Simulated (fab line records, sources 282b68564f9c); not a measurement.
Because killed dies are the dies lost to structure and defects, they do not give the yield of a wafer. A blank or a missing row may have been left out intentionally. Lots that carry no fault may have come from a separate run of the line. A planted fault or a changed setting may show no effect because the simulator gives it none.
fab line records | flow rit_cmos
[record] lots = 5 | wafers = 23
route steps=202 shown NLDD@104 PSD@143 SDANNEAL@154 SILICIDE@162 CONTACT@179
start_h: the number of hours between the record's first day and the start of the first shown wafer of the lot | wait_h: time in hours since the lot's previous step | " repeats the value in the row above | L1.1+2: several wafers, shown together as one row | - no value, or no start given | * or withheld: withheld | < > ~ a bound
route shown NAME@n: a module of which the file shows steps, and the number in the route of the first | usual: mean/standard deviation of fault-free wafers | same: alike in all rows | chamber/n: place in a boat | sites: each site's reading | _std_site: standard deviation across them | _edge_site: inner sites' mean taken away from outer sites' mean | radius_mm: for every site, how far away it sits from the centre of the wafer | mask NAME#n: copy n | behind: tool/chamber where the wafer was last shaped | hold: why the lot went on hold/how many hours it stayed there/how the hold came to an end | device: the transistor (n, p or np) that didn't switch | end of line: tests of these same wafers at the route's end | for a step that has no rows: nothing shown but its recipe | killed: dies lost to structure and defects at the first sort, not the wafer's yield | map: a wafer's dies, marking killed ones x, the rest . and places with no die _
set.NAME: the setting that was run; set.NAME@STEP: the one run at that earlier step | model.NAME: the simulator's own value behind a step, which no gauge read
lots with deliberately changed settings; one table per step, one row per wafer
[[steps]]
[step RIT_NLDD_COAT_01]
[recipe] resist = NOVOLAK | spin_rpm = 3250 | resist_thk_nm = 1000
lot.wafer | tool           | chamber | start_h | wait_h | set.spin_rpm | model.NOVOLAK_of_NLDD_COAT_01.thk_nm
L074.1    | litho_track-03 | 0       | 47.11   | 0.1    | 3250         | 991.5
L074.2    | "              | 0       | "       | "      | 3250         | 993.1
L074.3    | "              | 0       | "       | "      | 3139         | 1007
L074.4    | "              | 0       | "       | "      | 3250         | 994.5
L074.6    | "              | 0       | "       | "      | 3139         | 1009
L078.1    | litho_track-04 | 0       | 62.43   | 0.1    | 3083         | 1023
L078.2    | "              | 0       | "       | "      | 3250         | 996.7
L078.3    | "              | 0       | "       | "      | 3083         | 1025
L078.5    | "              | 0       | "       | "      | 3250         | 1001
L078.6    | "              | 0       | "       | "      | 3250         | 997.1
L079.1    | litho_track-02 | 0       | 70.86   | 0.1    | 3250         | 996.4
L079.4    | "              | 0       | "       | "      | 3250         | 996.5
L079.6    | "              | 0       | "       | "      | 3250         | 999.5
L082.1    | litho_track-03 | 0       | 83.72   | 0.1    | 3250         | 1000
L082.2    | "              | 0       | "       | "      | 3185         | 1010
L082.3    | "              | 0       | "       | "      | 3250         | 997
L082.4    | "              | 0       | "       | "      | 3185         | 1008
L082.6    | "              | 0       | "       | "      | 3185         | 1009
L084.1    | litho_track-03 | 0       | 96.14   | 0.1    | 3250         | 996.6
L084.2    | "              | 0       | "       | "      | 3061         | 1025
L084.4    | "              | 0       | "       | "      | 3061         | 1024
L084.5    | "              | 0       | "       | "      | 3250         | 993.7
L084.6    | "              | 0       | "       | "      | 3061         | 1026
[step RIT_NLDD_SOFTBAKE_02]
[recipe] resist = NOVOLAK | temp_c = 90 | time_s = 60
[step RIT_NLDD_EXPOSE_03]
[recipe] mask_id = M7 | na = 0.57 | target_cd_nm = 40700 | dose_mj = 250
[step RIT_NLDD_DEVELOP_05]
[recipe] resist = NOVOLAK | develop_time_s = 50 | dev_temp_c = 23
[step RIT_NLDD_HARDBAKE_07]
[recipe] resist = NOVOLAK | temp_c = 140 | time_s = 60
lot.wafer | tool           | chamber | start_h | wait_h | set.spin_rpm@NLDD_COAT_01 | model.NOVOLAK_of_NLDD_COAT_01.thk_nm
L074.1    | litho_track-02 | 0       | 47.97   | 0.0    | 3250                      | 876.4
L074.2    | "              | 0       | "       | "      | 3250                      | 877.7
L074.3    | "              | 0       | "       | "      | 3139                      | 890.1
L074.4    | "              | 0       | "       | "      | 3250                      | 878.9
L074.6    | "              | 0       | "       | "      | 3139                      | 892
L078.1    | litho_track-04 | 0       | 63.29   | 0.0    | 3083                      | 904.2
L078.2    | "              | 0       | "       | "      | 3250                      | 880.8
L078.3    | "              | 0       | "       | "      | 3083                      | 905.9
L078.5    | "              | 0       | "       | "      | 3250                      | 884.4
L078.6    | "              | 0       | "       | "      | 3250                      | 881.3
L079.1    | litho_track-04 | 0       | 71.73   | 0.0    | 3250                      | 880.7
L079.4    | "              | 0       | "       | "      | 3250                      | 880.8
L079.6    | "              | 0       | "       | "      | 3250                      | 883.3
L082.1    | litho_track-03 | 0       | 84.62   | 0.1    | 3250                      | 884.1
L082.2    | "              | 0       | "       | "      | 3185                      | 893
L082.3    | "              | 0       | "       | "      | 3250                      | 881.2
L082.4    | "              | 0       | "       | "      | 3185                      | 891.1
L082.6    | "              | 0       | "       | "      | 3185                      | 891.6
L084.1    | litho_track-03 | 0       | 96.87   | 0.0    | 3250                      | 880.8
L084.2    | "              | 0       | "       | "      | 3061                      | 905.4
L084.4    | "              | 0       | "       | "      | 3061                      | 905.1
L084.5    | "              | 0       | "       | "      | 3250                      | 878.2
L084.6    | "              | 0       | "       | "      | 3061                      | 906.8
[step RIT_NLDD_IMPLANT_08]
[recipe] species = P | energy_kev = 20 | dose_cm2 = 5e+14 | tilt_deg = 7
lot.wafer      | tool         | chamber | start_h | wait_h | set.dose_cm2
L074.1+2+3+4+6 | implanter-02 | 0       | 48.12   | 0.1    | 5e+14
L078.1+2+3     | implanter-02 | 0       | 63.44   | 0.1    | 5.14e+14
L078.5+6       | "            | 0       | "       | "      | 5e+14
L079.1+4+6     | implanter-02 | 0       | 71.88   | 0.1    | 5e+14
L082.1+2       | implanter-02 | 0       | 84.77   | 0.1    | 5e+14
L082.3+4+6     | "            | 0       | "       | "      | 5.241e+14
L084.1+2+4+5+6 | implanter-02 | 0       | 97.02   | 0.1    | 5e+14
[step RIT_NLDD_STRIP_09]
[recipe] chemistry = O2 | time_s = 180 | resist = NOVOLAK | platen_temp_c = withheld | power_w = 500 | pressure_mtorr = 4000 | o2_flow_sccm = 4000
[step RIT_NLDD_TW_MEAS_10]
[usual] NLDD_TW = 2478/14
lot.wafer | tool          | chamber | start_h | wait_h | set.dose_cm2@NLDD_IMPLANT_08 | NLDD_TW
L074.1    | film_metro-01 | -       | 48.44   | 0.1    | 5e+14                        | 2488
L074.2    | "             | -       | "       | "      | 5e+14                        | 2509
L074.3    | "             | -       | "       | "      | 5e+14                        | 2492
L074.4    | "             | -       | "       | "      | 5e+14                        | 2496
L074.6    | "             | -       | "       | "      | 5e+14                        | 2491
L078.1    | film_metro-02 | -       | 63.77   | 0.1    | 5.14e+14                     | 2490
L078.2    | "             | -       | "       | "      | 5.14e+14                     | 2484
L078.3    | "             | -       | "       | "      | 5.14e+14                     | 2500
L078.5    | "             | -       | "       | "      | 5e+14                        | 2473
L078.6    | "             | -       | "       | "      | 5e+14                        | 2470
L079.1    | film_metro-01 | -       | 72.20   | 0.1    | 5e+14                        | 2481
L079.4    | "             | -       | "       | "      | 5e+14                        | 2481
L079.6    | "             | -       | "       | "      | 5e+14                        | 2485
L082.1    | film_metro-02 | -       | 85.10   | 0.1    | 5e+14                        | 2500
L082.2    | "             | -       | "       | "      | 5e+14                        | 2478
L082.3    | "             | -       | "       | "      | 5.241e+14                    | 2529
L082.4    | "             | -       | "       | "      | 5.241e+14                    | 2528
L082.6    | "             | -       | "       | "      | 5.241e+14                    | 2525
L084.1    | film_metro-04 | -       | 97.35   | 0.1    | 5e+14                        | 2455
L084.2    | "             | -       | "       | "      | 5e+14                        | 2462
L084.4    | "             | -       | "       | "      | 5e+14                        | 2468
L084.5    | "             | -       | "       | "      | 5e+14                        | 2454
L084.6    | "             | -       | "       | "      | 5e+14                        | 2464
[step RIT_PSD_COAT_01]
[recipe] resist = NOVOLAK | spin_rpm = 3250 | resist_thk_nm = 1000
lot.wafer | tool           | chamber | start_h | wait_h | set.resist_thk_nm | model.NOVOLAK_of_PSD_COAT_01.thk_nm
L074.1+6  | litho_track-01 | 0       | 54.58   | 0.1    | 1000              | 999
L074.2    | "              | 0       | "       | "      | 1000              | 999.3
L074.3    | "              | 0       | "       | "      | 1000              | 999.4
L074.4    | "              | 0       | "       | "      | 1000              | 997.7
L078.1    | litho_track-03 | 0       | 69.84   | 0.1    | 1000              | 1002
L078.2    | "              | 0       | "       | "      | 1039              | 1040
L078.3    | "              | 0       | "       | "      | 1039              | 1038
L078.5    | "              | 0       | "       | "      | 1000              | 997.9
L078.6    | "              | 0       | "       | "      | 1000              | 998.1
L079.1    | litho_track-03 | 0       | 78.00   | 0.1    | 1000              | 1000
L079.4    | "              | 0       | "       | "      | 1000              | 999.2
L079.6    | "              | 0       | "       | "      | 1000              | 996.9
L082.1    | litho_track-03 | 0       | 90.82   | 0.1    | 1025              | 1031
L082.2+4  | "              | 0       | "       | "      | 1025              | 1029
L082.3    | "              | 0       | "       | "      | 1000              | 1003
L082.6    | "              | 0       | "       | "      | 1000              | 1004
L084.1    | litho_track-03 | 0       | 103.19  | 0.1    | 1000              | 1003
L084.2    | "              | 0       | "       | "      | 1000              | 1002
L084.4    | "              | 0       | "       | "      | 1000              | 1001
L084.5    | "              | 0       | "       | "      | 1024              | 1025
L084.6    | "              | 0       | "       | "      | 1024              | 1026
[step RIT_PSD_SOFTBAKE_02]
[recipe] resist = NOVOLAK | temp_c = 90 | time_s = 60
[step RIT_PSD_EXPOSE_03]
[recipe] mask_id = M10 | na = 0.57 | target_cd_nm = 40900 | dose_mj = 250
[step RIT_PSD_DEVELOP_05]
[recipe] resist = NOVOLAK | develop_time_s = 50 | dev_temp_c = 23
[step RIT_PSD_HARDBAKE_07]
[recipe] resist = NOVOLAK | temp_c = 140 | time_s = 60
lot.wafer | tool           | chamber | start_h | wait_h | set.resist_thk_nm@PSD_COAT_01 | model.NOVOLAK_of_PSD_COAT_01.thk_nm
L074.1    | litho_track-01 | 0       | 55.44   | 0.0    | 1000                          | 882.8
L074.2    | "              | 0       | "       | "      | 1000                          | 883.1
L074.3    | "              | 0       | "       | "      | 1000                          | 883.2
L074.4    | "              | 0       | "       | "      | 1000                          | 881.8
L074.6    | "              | 0       | "       | "      | 1000                          | 882.9
L078.1    | litho_track-01 | 0       | 70.58   | 0.0    | 1000                          | 885.6
L078.2    | "              | 0       | "       | "      | 1039                          | 918.9
L078.3    | "              | 0       | "       | "      | 1039                          | 917
L078.5    | "              | 0       | "       | "      | 1000                          | 882
L078.6    | "              | 0       | "       | "      | 1000                          | 882.2
L079.1    | litho_track-03 | 0       | 78.73   | 0.0    | 1000                          | 883.9
L079.4    | "              | 0       | "       | "      | 1000                          | 883
L079.6    | "              | 0       | "       | "      | 1000                          | 881
L082.1    | litho_track-03 | 0       | 91.68   | 0.0    | 1025                          | 911.2
L082.2    | "              | 0       | "       | "      | 1025                          | 909.4
L082.3    | "              | 0       | "       | "      | 1000                          | 886.4
L082.4    | "              | 0       | "       | "      | 1025                          | 909
L082.6    | "              | 0       | "       | "      | 1000                          | 887.7
L084.1    | litho_track-03 | 0       | 103.93  | 0.0    | 1000                          | 886.7
L084.2    | "              | 0       | "       | "      | 1000                          | 885.5
L084.4    | "              | 0       | "       | "      | 1000                          | 884.7
L084.5    | "              | 0       | "       | "      | 1024                          | 906
L084.6    | "              | 0       | "       | "      | 1024                          | 906.2
[step RIT_PSD_IMPLANT_08]
[recipe] species = BF2 | energy_kev = 27 | dose_cm2 = 5e+15 | tilt_deg = 7
lot.wafer      | tool         | chamber | start_h | wait_h | set.energy_kev | model.implant.rp_nm | model.implant.drp_nm
L074.1+2+6     | implanter-03 | 0       | 55.59   | 0.1    | 27             | 22.38               | 12.05
L074.3+4       | "            | 0       | "       | "      | 28.25          | 23.21               | 12.44
L078.1+3+5     | implanter-01 | 0       | 70.73   | 0.1    | 27             | 21.72               | 12.05
L078.2+6       | "            | 0       | "       | "      | 25.5           | 20.75               | 11.57
L079.1+4+6     | implanter-04 | 0       | 78.88   | 0.1    | 27             | 21.05               | 12.05
L082.1+2+3+4+6 | implanter-04 | 0       | 91.83   | 0.1    | 27             | 22.44               | 12.05
L084.1+2+5     | implanter-03 | 0       | 104.08  | 0.1    | 27             | 21.58               | 12.05
L084.4+6       | "            | 0       | "       | "      | 26.52          | 21.27               | 11.89
[step RIT_PSD_STRIP_09]
[recipe] chemistry = O2 | time_s = 180 | resist = NOVOLAK | platen_temp_c = withheld | power_w = 500 | pressure_mtorr = 4000 | o2_flow_sccm = 4000
[step RIT_PSD_TW_MEAS_10]
[usual] PSD_TW = 3407/24
lot.wafer | tool          | chamber | start_h | wait_h | set.energy_kev@PSD_IMPLANT_08 | PSD_TW
L074.1    | film_metro-04 | -       | 55.91   | 0.1    | 27                            | 3399
L074.2    | "             | -       | "       | "      | 27                            | 3419
L074.3    | "             | -       | "       | "      | 28.25                         | 3443
L074.4    | "             | -       | "       | "      | 28.25                         | 3455
L074.6    | "             | -       | "       | "      | 27                            | 3389
L078.1    | film_metro-01 | -       | 71.05   | 0.1    | 27                            | 3431
L078.2    | "             | -       | "       | "      | 25.5                          | 3396
L078.3    | "             | -       | "       | "      | 27                            | 3444
L078.5    | "             | -       | "       | "      | 27                            | 3453
L078.6    | "             | -       | "       | "      | 25.5                          | 3371
L079.1    | film_metro-02 | -       | 79.21   | 0.1    | 27                            | 3423
L079.4    | "             | -       | "       | "      | 27                            | 3434
L079.6    | "             | -       | "       | "      | 27                            | 3433
L082.1    | film_metro-04 | -       | 92.16   | 0.1    | 27                            | 3386
L082.2    | "             | -       | "       | "      | 27                            | 3397
L082.3    | "             | -       | "       | "      | 27                            | 3392
L082.4    | "             | -       | "       | "      | 27                            | 3377
L082.6    | "             | -       | "       | "      | 27                            | 3389
L084.1    | film_metro-01 | -       | 104.40  | 0.1    | 27                            | 3412
L084.2    | "             | -       | "       | "      | 27                            | 3382
L084.4    | "             | -       | "       | "      | 26.52                         | 3385
L084.5    | "             | -       | "       | "      | 27                            | 3397
L084.6    | "             | -       | "       | "      | 26.52                         | 3392
[step RIT_SDANNEAL_CLEAN_01]
[recipe] chemistry = dHF | dilution = 50:1 | time_s = 30
lot.wafer      | tool         | chamber | start_h | wait_h | set.time_s
L074.1+2+3+4+6 | -            | -       | -       | 0.0    | 30
L078.1+2+3+5+6 | -            | -       | -       | 0.0    | 34.15
L079.1+4+6     | wet_bench-03 | 1       | 79.44   | 0.0    | 30
L082.1+2+3+4+6 | -            | -       | -       | 0.0    | 33.29
L084.1+2+4+5+6 | -            | -       | -       | 0.0    | 33.16
[step RIT_SDANNEAL_CLEAN_02]
[recipe] chemistry = SC2 | mix = 3:3:50 | time_s = 600 | temp_c = 75 | dry = n2_spin
[step RIT_SDANNEAL_RTA_03]
[recipe] temp_c = 1050 | time_s = 5 | idle_temp_c = 600 | ramp_up_c_per_s = 342 | ramp_down_c_per_s = 171 | cool_to_c = 600 | ambient = N2
[step RIT_SDANNEAL_RS_MEAS_04]
[recipe] thk_meas_gauge = four-point-probe
[usual] PSD_RS = 115.76/0.24
lot.wafer | tool          | chamber | start_h | wait_h | set.energy_kev@PSD_IMPLANT_08 | PSD_RS[ohm/sq]
L074.1    | film_metro-02 | -       | 56.40   | 0.0    | 27                            | 115.86
L074.2    | "             | -       | "       | "      | 27                            | 115.76
L074.3    | "             | -       | "       | "      | 28.25                         | 113.34
L074.4    | "             | -       | "       | "      | 28.25                         | 113.54
L074.6    | "             | -       | "       | "      | 27                            | 115.88
L078.1    | film_metro-04 | -       | 71.71   | 0.0    | 27                            | 115.83
L078.2    | "             | -       | "       | "      | 25.5                          | 119.24
L078.3    | "             | -       | "       | "      | 27                            | 116.01
L078.5    | "             | -       | "       | "      | 27                            | 115.88
L078.6    | "             | -       | "       | "      | 25.5                          | 119.36
L079.1    | film_metro-01 | -       | 79.87   | 0.0    | 27                            | 115.57
L079.4    | "             | -       | "       | "      | 27                            | 115.41
L079.6    | "             | -       | "       | "      | 27                            | 116.13
L082.1    | film_metro-02 | -       | 92.64   | 0.0    | 27                            | 115.45
L082.2    | "             | -       | "       | "      | 27                            | 115.37
L082.3    | "             | -       | "       | "      | 27                            | 115.89
L082.4    | "             | -       | "       | "      | 27                            | 115.37
L082.6    | "             | -       | "       | "      | 27                            | 115.49
L084.1    | film_metro-02 | -       | 104.94  | 0.1    | 27                            | 115.95
L084.2    | "             | -       | "       | "      | 27                            | 115.82
L084.4    | "             | -       | "       | "      | 26.52                         | 116.92
L084.5    | "             | -       | "       | "      | 27                            | 115.97
L084.6    | "             | -       | "       | "      | 26.52                         | 116.92
[step RIT_SDANNEAL_RS_MEAS_07]
[recipe] thk_meas_gauge = four-point-probe
[usual] NLDD_RS = 151.7/0.59
lot.wafer | tool          | chamber | start_h | wait_h | set.dose_cm2@NLDD_IMPLANT_08 | NLDD_RS[ohm/sq]
L074.1    | film_metro-02 | -       | 56.76   | 0.1    | 5e+14                        | 151.6
L074.2    | "             | -       | "       | "      | 5e+14                        | 151.3
L074.3    | "             | -       | "       | "      | 5e+14                        | 151.1
L074.4    | "             | -       | "       | "      | 5e+14                        | 151.2
L074.6    | "             | -       | "       | "      | 5e+14                        | 151.7
L078.1    | film_metro-04 | -       | 72.07   | 0.1    | 5.14e+14                     | 148.7
L078.2    | "             | -       | "       | "      | 5.14e+14                     | 148.8
L078.3    | "             | -       | "       | "      | 5.14e+14                     | 148.9
L078.5    | "             | -       | "       | "      | 5e+14                        | 152.2
L078.6    | "             | -       | "       | "      | 5e+14                        | 152.3
L079.1    | film_metro-01 | -       | 80.23   | 0.1    | 5e+14                        | 151.1
L079.4    | "             | -       | "       | "      | 5e+14                        | 150.7
L079.6    | "             | -       | "       | "      | 5e+14                        | 150.7
L082.1    | film_metro-02 | -       | 93.00   | 0.1    | 5e+14                        | 152.3
L082.2    | "             | -       | "       | "      | 5e+14                        | 152.1
L082.3    | "             | -       | "       | "      | 5.241e+14                    | 146.5
L082.4    | "             | -       | "       | "      | 5.241e+14                    | 146.1
L082.6    | "             | -       | "       | "      | 5.241e+14                    | 146.6
L084.1    | film_metro-02 | -       | 105.30  | 0.1    | 5e+14                        | 152.5
L084.2    | "             | -       | "       | "      | 5e+14                        | 152.4
L084.4    | "             | -       | "       | "      | 5e+14                        | 152.5
L084.5    | "             | -       | "       | "      | 5e+14                        | 151.7
L084.6    | "             | -       | "       | "      | 5e+14                        | 152.2
[step RIT_SILICIDE_SPUTTER_01]
[recipe] material = Ti | target_thk_nm = 30 | power_w = 350 | chamber_pressure_pa = 0.667 | gas = Ar | time_s = 240 | substrate_temp_c = 25
lot.wafer | tool           | chamber | start_h | wait_h | set.time_s | model.Ti_of_SILICIDE_SPUTTER_01.thk_nm
L074.1    | pvd_sputter-03 | -       | 56.89   | 0.0    | 240        | 30.09
L074.2    | "              | -       | "       | "      | 209.9      | 26.19
L074.3    | "              | -       | "       | "      | 240        | 29.98
L074.4    | "              | -       | "       | "      | 240        | 29.89
L074.6    | "              | -       | "       | "      | 209.9      | 26.04
L078.1    | pvd_sputter-03 | -       | 72.20   | 0.0    | 240        | 30.33
L078.2    | "              | -       | "       | "      | 240        | 30.5
L078.3    | "              | -       | "       | "      | 219.2      | 27.7
L078.5    | "              | -       | "       | "      | 240        | 30.46
L078.6    | "              | -       | "       | "      | 219.2      | 27.72
L079.1    | pvd_sputter-02 | -       | 80.36   | 0.0    | 240        | 30.31
L079.4    | "              | -       | "       | "      | 240        | 30.38
L079.6    | "              | -       | "       | "      | 240        | 30.21
L082.1    | pvd_sputter-03 | -       | 93.13   | 0.0    | 240        | 30.31
L082.2    | "              | -       | "       | "      | 208.1      | 25.86
L082.3    | "              | -       | "       | "      | 208.1      | 25.98
L082.4    | "              | -       | "       | "      | 208.1      | 25.59
L082.6    | "              | -       | "       | "      | 240        | 29.89
L084.1    | pvd_sputter-03 | -       | 105.44  | 0.0    | 205.5      | 26.5
L084.2    | "              | -       | "       | "      | 240        | 30.61
L084.4    | "              | -       | "       | "      | 240        | 30.51
L084.5    | "              | -       | "       | "      | 240        | 30.71
L084.6    | "              | -       | "       | "      | 205.5      | 26.45
[step RIT_SILICIDE_RS_MEAS_02]
[recipe] thk_meas_gauge = four-point-probe | reads = Ti_of_SILICIDE_SPUTTER_01
[usual] SILICIDE_TI_RS = 47.5/0.58
lot.wafer | tool          | chamber | start_h | wait_h | set.time_s@SILICIDE_SPUTTER_01 | SILICIDE_TI_RS[ohm/sq]
L074.1    | film_metro-04 | -       | 57.04   | 0.1    | 240                            | 47.7
L074.2    | "             | -       | "       | "      | 209.9                          | 56.9
L074.3    | "             | -       | "       | "      | 240                            | 48.0
L074.4    | "             | -       | "       | "      | 240                            | 48.1
L074.6    | "             | -       | "       | "      | 209.9                          | 57.3
L078.1    | film_metro-03 | -       | 72.35   | 0.1    | 240                            | 47.1
L078.2    | "             | -       | "       | "      | 240                            | 46.7
L078.3    | "             | -       | "       | "      | 219.2                          | 52.9
L078.5    | "             | -       | "       | "      | 240                            | 46.9
L078.6    | "             | -       | "       | "      | 219.2                          | 52.8
L079.1    | film_metro-01 | -       | 80.51   | 0.1    | 240                            | 47.1
L079.4    | "             | -       | "       | "      | 240                            | 47.0
L079.6    | "             | -       | "       | "      | 240                            | 47.4
L082.1    | film_metro-01 | -       | 93.28   | 0.1    | 240                            | 47.2
L082.2    | "             | -       | "       | "      | 208.1                          | 57.5
L082.3    | "             | -       | "       | "      | 208.1                          | 57.3
L082.4    | "             | -       | "       | "      | 208.1                          | 58.4
L082.6    | "             | -       | "       | "      | 240                            | 47.9
L084.1    | film_metro-04 | -       | 105.59  | 0.1    | 205.5                          | 56.1
L084.2    | "             | -       | "       | "      | 240                            | 46.8
L084.4    | "             | -       | "       | "      | 240                            | 46.9
L084.5    | "             | -       | "       | "      | 240                            | 46.5
L084.6    | "             | -       | "       | "      | 205.5                          | 56.3
[step RIT_SILICIDE_THK_MEAS_03]
[recipe] thk_meas_gauge = xrf | reads = Ti_of_SILICIDE_SPUTTER_01
[usual] SILICIDE_TI_THK = 30.4/0.36
lot.wafer | tool          | chamber | start_h | wait_h | set.time_s@SILICIDE_SPUTTER_01 | SILICIDE_TI_THK[nm]
L074.1    | film_metro-04 | -       | 57.16   | 0.1    | 240                            | 30.4
L074.2    | "             | -       | "       | "      | 209.9                          | 26.4
L074.3    | "             | -       | "       | "      | 240                            | 30.3
L074.4    | "             | -       | "       | "      | 240                            | 30.0
L074.6    | "             | -       | "       | "      | 209.9                          | 26.2
L078.1    | film_metro-03 | -       | 72.47   | 0.1    | 240                            | 30.4
L078.2    | "             | -       | "       | "      | 240                            | 30.5
L078.3    | "             | -       | "       | "      | 219.2                          | 27.9
L078.5    | "             | -       | "       | "      | 240                            | 30.6
L078.6    | "             | -       | "       | "      | 219.2                          | 27.8
L079.1    | film_metro-01 | -       | 80.63   | 0.1    | 240                            | 30.5
L079.4    | "             | -       | "       | "      | 240                            | 30.3
L079.6    | "             | -       | "       | "      | 240                            | 30.3
L082.1    | film_metro-01 | -       | 93.40   | 0.1    | 240                            | 30.5
L082.2    | "             | -       | "       | "      | 208.1                          | 26.2
L082.3    | "             | -       | "       | "      | 208.1                          | 26.1
L082.4    | "             | -       | "       | "      | 208.1                          | 25.6
L082.6    | "             | -       | "       | "      | 240                            | 30.1
L084.1    | film_metro-04 | -       | 105.71  | 0.1    | 205.5                          | 26.9
L084.2    | "             | -       | "       | "      | 240                            | 31.0
L084.4    | "             | -       | "       | "      | 240                            | 30.9
L084.5    | "             | -       | "       | "      | 240                            | 31.1
L084.6    | "             | -       | "       | "      | 205.5                          | 26.8
[step RIT_CONTACT_ETCH_11]
[recipe] target_depth_a = 4800 | over_etch_frac = 0.2 | stop_on = TiSi2 | chemistry = CHF3/CF4/Ar | target = SiO2 | CHF3_flow_sccm = 50 | cf4_flow_sccm = 10 | Ar_flow_sccm = 100 | O2_flow_sccm = 5 | pressure_mtorr = 100 | rf_w = 200 | time_s = 320
lot.wafer | tool        | chamber | start_h | wait_h | set.time_s | model.NOVOLAK_of_CONTACT_COAT_03.thk_nm
L074.1    | rie_diel-02 | 2       | 58.78   | 0.1    | 320        | 769.5
L074.2    | "           | 1       | "       | "      | 320        | 767.6
L074.3    | "           | 0       | "       | "      | 320        | 766.9
L074.4    | "           | 3       | "       | "      | 320        | 765.4
L074.6    | "           | 3       | "       | "      | 320        | 764
L078.1    | rie_diel-03 | 2       | 74.19   | 0.1    | 281.1      | 782.7
L078.2    | "           | 0       | "       | "      | 281.1      | 780.6
L078.3    | "           | 1       | "       | "      | 320        | 766.1
L078.5    | "           | 1       | "       | "      | 320        | 764.8
L078.6    | "           | 0       | "       | "      | 281.1      | 781
L079.1    | rie_diel-04 | 3       | 82.38   | 0.1    | 320        | 764.6
L079.4    | "           | 2       | "       | "      | 320        | 764.1
L079.6    | "           | 1       | "       | "      | 320        | 765.4
L082.1    | rie_diel-04 | 2       | 95.04   | 0.1    | 320        | 763.4
L082.2    | "           | 1       | "       | "      | 320        | 763.8
L082.3    | "           | 0       | "       | "      | 320        | 761.6
L082.4    | "           | 3       | "       | "      | 365.8      | 747.4
L082.6    | "           | 1       | "       | "      | 365.8      | 749.6
L084.1    | rie_diel-03 | 0       | 107.52  | 0.1    | 346.9      | 762.6
L084.2    | "           | 1       | "       | "      | 346.9      | 758.9
L084.4    | "           | 3       | "       | "      | 320        | 772.9
L084.5    | "           | 2       | "       | "      | 320        | 768.6
L084.6    | "           | 3       | "       | "      | 320        | 769.4
[[key]]
[split] step = RIT_NLDD_COAT_01 | setting = spin_rpm | stated = 3250 | by = wafer
[response] step = RIT_NLDD_COAT_01 | reading = model.NOVOLAK_of_NLDD_COAT_01.thk_nm | change = -5.04 | per = 1% | r = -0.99
[response] step = RIT_NLDD_HARDBAKE_07 | reading = model.NOVOLAK_of_NLDD_COAT_01.thk_nm | change = -4.41 | per = 1% | r = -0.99
[split] step = RIT_NLDD_IMPLANT_08 | setting = dose_cm2 | stated = 5e+14 | by = wafer
[response] step = RIT_NLDD_TW_MEAS_10 | reading = NLDD_TW | change = +7.71 | per = 1% | r = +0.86
[response] step = RIT_SDANNEAL_RS_MEAS_07 | reading = NLDD_RS | change = -1.21 | per = 1% | r = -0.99
[split] step = RIT_PSD_COAT_01 | setting = resist_thk_nm | stated = 1000 | by = wafer
[response] step = RIT_PSD_COAT_01 | reading = model.NOVOLAK_of_PSD_COAT_01.thk_nm | change = +10.2 | per = 1% | r = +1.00
[response] step = RIT_PSD_HARDBAKE_07 | reading = model.NOVOLAK_of_PSD_COAT_01.thk_nm | change = +8.88 | per = 1% | r = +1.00
[split] step = RIT_PSD_IMPLANT_08 | setting = energy_kev | stated = 27 | by = wafer
[response] step = RIT_PSD_IMPLANT_08 | reading = model.implant.rp_nm | change = +0.176 | per = 1% | r = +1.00
[response] step = RIT_PSD_IMPLANT_08 | reading = model.implant.drp_nm | change = +0.085 | per = 1% | r = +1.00
[response] step = RIT_PSD_TW_MEAS_10 | reading = PSD_TW | change = +10.1 | per = 1% | r = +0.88
[response] step = RIT_SDANNEAL_RS_MEAS_04 | reading = PSD_RS | change = -0.572 | per = 1% | r = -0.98
[split] step = RIT_SDANNEAL_CLEAN_01 | setting = time_s | stated = 30 | by = lot
response none clear
[split] step = RIT_SILICIDE_SPUTTER_01 | setting = time_s | stated = 240 | by = wafer
[response] step = RIT_SILICIDE_SPUTTER_01 | reading = model.Ti_of_SILICIDE_SPUTTER_01.thk_nm | change = +0.306 | per = 1% | r = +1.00
[response] step = RIT_SILICIDE_RS_MEAS_02 | reading = SILICIDE_TI_RS | change = -0.711 | per = 1% | r = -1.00
[response] step = RIT_SILICIDE_THK_MEAS_03 | reading = SILICIDE_TI_THK | change = +0.307 | per = 1% | r = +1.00
[split] step = RIT_CONTACT_ETCH_11 | setting = time_s | stated = 320 | by = wafer
[response] step = RIT_CONTACT_ETCH_11 | reading = model.NOVOLAK_of_CONTACT_COAT_03.thk_nm | change = -1.14 | per = 1% | r = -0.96
